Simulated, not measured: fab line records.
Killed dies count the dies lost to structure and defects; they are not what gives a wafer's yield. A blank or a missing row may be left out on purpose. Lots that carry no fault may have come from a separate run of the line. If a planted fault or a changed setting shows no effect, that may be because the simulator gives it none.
Chamber matching :: flow ritCmos :: 4 sister chambers for RIT_ACTIVE_ETCH_13 on rieDiel-03
The step etches Si3N4 in SF6, stops on SiO2, time 210 s, target depth 210 nm. 4 wafers are shown with their chamber, then 7 later ones without.

## EACH WAFER AND ITS CHAMBER
wafer: L900.1
chamber: 3
drypumpMotorCurrentA (A): 6.3

wafer: L909.6
chamber: 1
drypumpMotorCurrentA (A): 4.9

wafer: L911.1
chamber: 2
drypumpMotorCurrentA (A): 5.1

wafer: L911.4
chamber: 0
drypumpMotorCurrentA (A): 5.0

## WAFERS WHOSE CHAMBER IS MISSING
wafer: L911.5
drypumpMotorCurrentA (A): 5.0

wafer: L915.1
drypumpMotorCurrentA (A): 5.0

wafer: L915.3
drypumpMotorCurrentA (A): 6.3

wafer: L915.5
drypumpMotorCurrentA (A): 5.2

wafer: L916.2
drypumpMotorCurrentA (A): 4.9

wafer: L916.3
drypumpMotorCurrentA (A): 6.3

wafer: L916.6
drypumpMotorCurrentA (A): 6.3

## THE CHAMBER EACH PASSED THROUGH
wafer: L911.5
from the rows above: 0
in truth: 0

wafer: L915.1
from the rows above: 0
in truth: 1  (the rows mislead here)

wafer: L915.3
from the rows above: 3
in truth: 3

wafer: L915.5
from the rows above: 2
in truth: 2

wafer: L916.2
from the rows above: 1
in truth: 1

wafer: L916.3
from the rows above: 3
in truth: 3

wafer: L916.6
from the rows above: 3
in truth: 3
Placed correctly: 6 of 7. Left unplaced by these rows: 0. Number placed wrongly: 1.
How it was worked out, from the rows above alone: a wafer's distance from a chamber is the root of the sum, over the readings, of the square of ((its reading less the chamber's mean) divided by the reading's scatter). If the next closest chamber is less than 2 further off than the closest, the wafer can't be placed; otherwise it belongs to the closest. Each chamber's mean is taken over the wafers shown for it. The scatter (one wafer shown for each chamber): square how far every hidden wafer sits from the nearest shown wafer, average those squares and take the square root.
